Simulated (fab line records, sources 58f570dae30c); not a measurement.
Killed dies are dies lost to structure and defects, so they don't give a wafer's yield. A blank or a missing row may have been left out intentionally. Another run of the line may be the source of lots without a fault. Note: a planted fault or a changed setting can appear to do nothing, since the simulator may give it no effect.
8D (eight disciplines) problem report, filled in by code + flow berkeley cmos170 + the parts of the form that need people (team, actions taken, sign-off) are left out

## 1. PROBLEM STATEMENT
Mean NWELL_NITRIDE_THK at UCB170_NWELL_THK_MEAS_05: 265.2 nm over 6 wafers in 2 lots; fault-free wafers: 224.5 nm, standard deviation 2.5. That puts it +16 standard deviations away from the usual mean.
Earliest sighting: wafer L924.2 on film metro-01 at day 5 01:45. Wafers with a number at this step in the record: 42, from 14 lots. Rule for "out" (also "out of limits"): further than 4 standard deviations from the usual mean. The rest of the wafers with a number are treated as sound.

## 2. WHAT IT IS, WHAT IT ISN'T
| question                    | is                     | is not                                                                                       |
|-----------------------------|------------------------|----------------------------------------------------------------------------------------------|
| which readings at this step | NWELL_NITRIDE_THK      | -                                                                                            |
| which lots                  | L924, L925             | L911, L912, L913, L914, L916, L917, L921, L927, L928, L929, L931, L932                       |
| which wafers of those lots  | all that have a number | -                                                                                            |
| read on which gauges        | film metro-01          | film metro-03, film metro-04                                                                 |
| when                        | from day 5 01:45       | up to then (21 sound wafers); but 15 sound wafers of L927, L928, L929, L931, L932 came after |

## 3. THE SUSPECTS, EACH WITH WHAT RULES IT OUT
Counting: a tool at a process step up to the reading stays a suspect if it ran every lot that is out and no sound lot after the first of them.
- the gauge at UCB170_NWELL_THK_MEAS_05: ruled out. All the wafers that are out were read on film metro-01, but those of them that UCB170_NWELL_CVD_04 has rows for are out there too, on other tools.
- lpcvd-02 at UCB170_NWELL_CVD_04 (deposits Si3N4 from SiH2Cl2/NH3, target thk 224 nm, time 3360 s): kept. It ran every lot that is out, first L924 (day 4 23:48), and no sound lot after that; its last sound lot up to then is L921 (day 4 05:36). Its own spike tc centre C, spike tc source C, susceptor temp C readings are out on those wafers.
After counting, what remains is lpcvd-02 at UCB170_NWELL_CVD_04.

## 4. THE CAUSE (what the simulator had put in)
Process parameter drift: lpcvd-02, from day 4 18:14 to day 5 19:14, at UCB170_NWELL_CVD_04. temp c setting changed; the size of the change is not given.
This tool alone remained once counting was done.

## 5. THE EFFECT CHAIN, in route order
One row per reading whose mean, taken over the struck wafers that have a number, lies over 3 standard deviations from the usual. Readings are gone through only where the record gives a usual standard deviation; hours: the median, over the lots, of the time from a lot's start at the first step in this table giving one to that lot's start at this step; sigmas: the change measured in usual standard deviations.
| hours | step                     | reading           | usual      | on struck wafers | change | sigmas |
|-------|--------------------------|-------------------|------------|------------------|--------|--------|
| 0     | UCB170_NWELL_CVD_04      | spike tc centre C | 803.8 C    | 811.7            | +7.9   | +6.6   |
| 0     | UCB170_NWELL_CVD_04      | spike tc load C   | 826.0 C    | 835.2            | +9.2   | +4.2   |
| 0     | UCB170_NWELL_CVD_04      | spike tc source C | 823.4 C    | 832.0            | +8.6   | +7.8   |
| 0     | UCB170_NWELL_CVD_04      | susceptor temp C  | 800.0 C    | 808.8            | +8.8   | +28    |
| 2     | UCB170_NWELL_THK_MEAS_05 | NWELL_NITRIDE_THK | 224.5 nm   | 265.2            | +40.7  | +16    |
| 3     | UCB170_NWELL_ETCH_13     | oes product au    | 0.944 a.u. | 0.984            | +0.040 | +3.4   |
It contains these process steps:
- UCB170_NWELL_CVD_04: deposits Si3N4 from SiH2Cl2/NH3, target thk 224 nm, time 3360 s.
- UCB170_NWELL_ETCH_13: etches Si3N4 in CH3F/Ar/O2, stops on SiO2, target depth 246.4 nm, time 154 s.

## 6. HOW IT WOULD HAVE BEEN CAUGHT EARLIER
The first out-of-limits reading at a measuring or inspecting step in this record came at day 5 01:45, 8 hours after the fault's start at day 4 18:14.
The tool's own readings at UCB170_NWELL_CVD_04 were out on every struck wafer that the step has a row for (spike tc centre C, spike tc source C, susceptor temp C): an alarm limit on them would have fired on the first of those.
The start of UCB170_NWELL_CVD_04 on lpcvd-02 came by day 5 01:45 for every one of the lots that are out (2). Had the tool been put on hold then, not one of them would have been saved.
